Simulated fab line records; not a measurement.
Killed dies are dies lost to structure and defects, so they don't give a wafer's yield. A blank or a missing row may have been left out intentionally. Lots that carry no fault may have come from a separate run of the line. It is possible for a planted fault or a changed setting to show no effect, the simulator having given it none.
A lot that was struck, set against a sound lot / flow berkeley cmos170 / 14 steps out of a route of 331
Sound: these wafers, L171.2, L171.4, L171.6. The struck wafers were L181.1, L181.4, L181.5. The cause is named last.
At each step with rows: each side's tool, then ch and its chambers, then its first start. Under that, the readings that differ: sound wafers / struck wafers / difference of the means / sigmas: that difference in standard deviations of wafers without a fault.
alike: words and numbers the same on both sides, and readings whose means are apart by under 2 such deviations; not compared: readings that were withheld, readings missing a value for some wafer, numbers with overlapping values and no deviation given by the record, and bounds like >300 which may hide the same value.
The two part at a step that has a row with sigmas, a row that says differs or no value, or rows on one side only. Numbers that have no deviation but don't overlap get no sigmas and don't part them. A reading that every wafer of one side lacks parts them only if that side has two wafers or more.

first, 1 step without rows for these wafers: UCB170_PSD_DEVELOP_05 (develop time 45 s).
UCB170_PSD_CD_MEAS_06 targets a cd of 1200 nm.
  sound on cd sem-02 at day 8 17:04; struck on cd sem-02 at day 10 21:10
  alike: cd nm
UCB170_PSD_OVL_MEAS_07:
  sound on overlay-02 at day 8 17:10; struck on overlay-01 at day 10 21:17
  alike: PSD_OVL
following that, these wafers have no rows for 1 step: UCB170_PSD_IMPLANT_08.
UCB170_PSD_STRIP_09: strips in O2.
  sound on plasma asher-04 ch 0,1, day 8 17:20; struck on plasma asher-04 ch 0,1, day 10 21:29
  alike: drypump motor current A, oes product au, strip time to endpoint s
  not compared: rf hours counter h
UCB170_PSD_TW_MEAS_10:
  sound on film metro-01 at day 8 17:27; struck on film metro-01 at day 10 21:35
  alike: PSD_TW
then, 6 steps without rows for these wafers: UCB170_PSD_CLEAN_11 (cleans in SPM, time 600 s); UCB170_NSD_HMDS_00 (prime time 60 s); UCB170_NSD_COAT_01 (resist thk 900 nm); UCB170_NSD_SOFTBAKE_02 (time 60 s); UCB170_NSD_EXPOSE_03 (exposes mask NSELECT MOD, target cd 1200 nm); UCB170_NSD_PEB_04.
UCB170_NSD_DEVELOP_05: develop time 45 s.
  sound on litho track-02 ch 0, day 8 18:00; struck on litho track-02, day 10 22:00
  no value came back on the struck wafers for chill plate temp C (C), develop time s (s); on the sound wafers chill plate temp C (C) reads 22.97 22.88 22.80
reading=model.KrF_of_NSD_COAT_01.thk nm (nm); sound=880.5 884.6 881; struck=902.9 902.1 904.2; difference=+21.0; sigmas=
UCB170_NSD_CD_MEAS_06 targets a cd of 1200 nm.
  sound on cd sem-01 at day 8 18:46; struck on cd sem-02 at day 10 23:03
reading=cd nm (nm); sound=1201.6 1200.5 1200.7; struck=- - -; difference=no value on the struck wafers; sigmas=

WHERE THEY PART
Last at UCB170_NSD_CD_MEAS_06 as far as this record goes, first at UCB170_NSD_DEVELOP_05.

WHY: what the simulator had put in
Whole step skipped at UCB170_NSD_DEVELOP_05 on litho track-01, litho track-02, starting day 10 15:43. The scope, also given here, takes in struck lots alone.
